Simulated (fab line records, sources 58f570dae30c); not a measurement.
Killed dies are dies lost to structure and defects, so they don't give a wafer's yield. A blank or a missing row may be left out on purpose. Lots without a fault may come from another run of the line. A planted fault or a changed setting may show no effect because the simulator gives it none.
Chamber matching | flow berkeley_cmos170 | UCB170_CONTACT_ETCH_17 on rie_diel-04: 4 sister chambers
The step etches BARC in N2/H2. 4 wafers are shown with their chamber, then 8 later ones without.

WAFERS WITH THEIR CHAMBER
wafer  | chamber | throttle_valve_pct (%)
L148.1 | 0       | 13.00
L148.4 | 2       | 13.49
L148.5 | 1       | 12.96
L151.3 | 3       | 13.35

WAFERS WITHOUT THEIR CHAMBER
wafer  | throttle_valve_pct (%)
L151.4 | 12.99
L151.5 | 13.35
L153.3 | 13.34
L153.4 | 13.35
L153.5 | 12.95
L155.1 | 13.01
L155.2 | 12.95
L155.5 | 13.34

WHICH CHAMBER EACH WENT THROUGH
wafer  | from the rows above | in truth
L151.4 | 0                   | 0
L151.5 | 3                   | 3
L153.3 | 3                   | 3
L153.4 | 3                   | 3
L153.5 | 1                   | 1
L155.1 | 0                   | 0
L155.2 | 1                   | 1
L155.5 | 3                   | 3
Placed correctly: 8 of 8. Can't be placed from these rows: 0. Placed wrongly: 0.
How it was worked out, from the rows above alone: a wafer's distance from a chamber is the root of the sum, over the readings, of the square of ((its reading less the chamber's mean) divided by the reading's scatter). The wafer belongs to the nearest chamber; if the next one is less than 2 further off, it can't be placed. A chamber's mean is the mean of its shown wafers. The scatter: with one shown wafer a chamber, the root of the mean of the squares of how far each hidden wafer lies from its nearest shown one.
